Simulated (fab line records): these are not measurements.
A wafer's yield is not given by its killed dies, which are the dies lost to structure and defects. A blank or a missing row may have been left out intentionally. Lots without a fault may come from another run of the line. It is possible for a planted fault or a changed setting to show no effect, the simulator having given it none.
Problem report, 8D (eight disciplines) form, completed by code -- flow berkeleyCmos170 -- the parts of the form that need people (team, actions taken, sign-off) are left out

== 1. THE PROBLEM ==
At UCB170_NSD_IMPLANT_08, beamEnergyKeV averages 39.494 over 6 wafers from 2 lots, while fault-free wafers read 39.998, standard deviation 0.013. Measured from the usual mean, that is -39 standard deviations.
Seen first at day 8 12:47 on implanter-02, wafer L498.2. The record holds 42 wafers of 14 lots with a number at this step. The rule behind "out" and "out of limits": a value lying over 4 standard deviations away from the usual mean. The rest of the wafers with a number are treated as sound.

== 2. WHAT IT IS AND WHAT IT IS NOT ==
question,is,is not
which readings at this step,beamEnergyKeV,-
which lots,"L498, L501","L499, L500, L511, L512, L514, L515, L516, L517, L518, L519, L520, L521"
which wafers of those lots,all that have a number,-
read on which tools,implanter-02,"implanter-01, implanter-03"
when,from day 8 12:47,"up to then (6 sound wafers); but 30 sound wafers of L511, L512, L514, L515, L516, L517, L518, L519, L520, L521 came after"

== 3. WHAT RULES OUT EACH SUSPECT ==
Counting: a tool stays on the suspect list if, at a process step up to the reading, it processed all lots that are out and no sound lot following the first of them.
- implanter-02 at UCB170_NSD_IMPLANT_08: ruled out as a lasting fault. The sound lots L516, L515, L518, L520 went through it after L498, its earliest lot that is out (day 8 12:47).
Left after counting: nothing in the record.

== 4. THE CAUSE (what the simulator had put in) ==
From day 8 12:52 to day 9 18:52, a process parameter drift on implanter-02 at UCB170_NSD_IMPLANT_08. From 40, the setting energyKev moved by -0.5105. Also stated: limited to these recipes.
Counting ruled it out, wrongly.

== 5. THE EFFECT CHAIN, in route order ==
Rows list readings where the struck wafers' mean (over those with a number) sits beyond 3 standard deviations from the usual. Only readings for which the record gives a usual standard deviation are gone through. hours: the time from each lot's start at the first step in this table that gives one to its start at this step, as a median over the lots. sigmas: the change in usual standard deviations.
hours,step,reading,usual,on struck wafers,change,sigmas
0,UCB170_NSD_IMPLANT_08,beamEnergyKeV,39.998,39.494,-0.504,-39
The process steps in it:
- UCB170_NSD_IMPLANT_08

== 6. HOW IT WOULD HAVE BEEN CAUGHT EARLIER ==
In this record the first reading out of limits was taken at day 8 12:47.
